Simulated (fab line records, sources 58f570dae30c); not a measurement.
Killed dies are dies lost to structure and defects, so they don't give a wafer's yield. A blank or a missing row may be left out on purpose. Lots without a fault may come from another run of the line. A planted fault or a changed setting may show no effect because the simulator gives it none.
Split-lot experiment | flow berkeley_cmos170 | 5 lots, 23 wafers read, on a route of 331 steps

THE SPLIT
At UCB170_PSD_PEB_04, the setting peb_temp_c was moved away from the recipe's 130 C on 9 of the 23 wafers read, by +0.8% to +2.2%. The other wafers ran this setting at the recipe's value.

FROM THE SPLIT TO THE READING: what the file shows between them, 1 step
- UCB170_PSD_DEVELOP_05: develop time 46.88 s

THE READING
cd_nm, in nm, at UCB170_PSD_CD_MEAS_06 (target cd 1200 nm). Fault-free wafers of this fab line usually give 1200.7 nm, standard deviation 1.3 nm.

wafer  | tool, chamber at the split | peb_temp_c as run, C | against the recipe | cd_nm, nm | against lot-mates on the recipe
L074.1 | litho_track-01, 0          | 130                  | recipe             | 1199.6    | -
L074.2 | litho_track-01, 0          | 130                  | recipe             | 1199.8    | -
L074.3 | litho_track-01, 0          | 131.3                | +1.0%              | 1209.4    | +9.5
L074.4 | litho_track-01, 0          | 130                  | recipe             | 1200.4    | -
L074.5 | litho_track-01, 0          | 131.3                | +1.0%              | 1208.7    | +8.8
L076.1 | litho_track-04, 0          | 130                  | recipe             | 1200.0    | -
L076.2 | litho_track-04, 0          | 130                  | recipe             | 1200.6    | -
L076.6 | litho_track-04, 0          | 130                  | recipe             | 1200.1    | -
L080.1 | litho_track-03, 0          | 130                  | recipe             | 1199.1    | -
L080.2 | litho_track-03, 0          | 130                  | recipe             | 1201.2    | -
L080.4 | litho_track-03, 0          | 132.8                | +2.2%              | 1216.7    | +16.8
L080.5 | litho_track-03, 0          | 132.8                | +2.2%              | 1216.4    | +16.5
L080.6 | litho_track-03, 0          | 130                  | recipe             | 1199.4    | -
L082.2 | litho_track-03, 0          | 130                  | recipe             | 1199.8    | -
L082.3 | litho_track-03, 0          | 131.4                | +1.1%              | 1207.5    | +7.6
L082.4 | litho_track-03, 0          | 130                  | recipe             | 1199.7    | -
L082.5 | litho_track-03, 0          | 131.4                | +1.1%              | 1208.1    | +8.2
L082.6 | litho_track-03, 0          | 130                  | recipe             | 1200.1    | -
L085.1 | litho_track-01, 0          | 131                  | +0.8%              | 1207.5    | +5.6
L085.2 | litho_track-01, 0          | 131                  | +0.8%              | 1208.6    | +6.7
L085.4 | litho_track-01, 0          | 130                  | recipe             | 1202.3    | -
L085.5 | litho_track-01, 0          | 131                  | +0.8%              | 1208.6    | +6.7
L085.6 | litho_track-01, 0          | 130                  | recipe             | 1201.5    | -

THE FIT
A straight line over all 23 wafers: cd_nm changes by +7.81 nm for each +1% of peb_temp_c; r = +0.98; the points scatter about the line by 1.1 nm.
The same after taking each lot's own level away (the mean of its wafers on the recipe; 23 wafers): +7.86 nm for each +1%; r = +0.99; scatter 0.65 nm.
On that fit, the largest move of peb_temp_c shifts the reading by 17 nm.
The lots' own levels span 1199.87 to 1201.90 nm, that is 1.6 times the standard deviation above.
So the lot-to-lot level changes the slope little: the two slopes agree.
Check: with one of the wafers moved furthest among these (+2.2%) left out of the fit, the line predicts +17.1 nm for it against its lot-mates. It came out at +16.8 nm against them.

THE WHOLE CHAIN: every reading that the file lists as answering this split, in the file's order
step                  | what it does         | reading                                                    | change (the file's fit)              | r (the file's)
UCB170_PSD_DEVELOP_05 | develop time 46.88 s | PSD.cd_nm (the simulator's own value, which no gauge read) | +7.83 nm for each +1% of the setting | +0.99
UCB170_PSD_CD_MEAS_06 | target cd 1200 nm    | cd_nm                                                      | +7.91 nm for each +1% of the setting | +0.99

THE FILE'S OWN FIT
cd_nm changes by +7.91 nm for each +1% of peb_temp_c, r = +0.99.
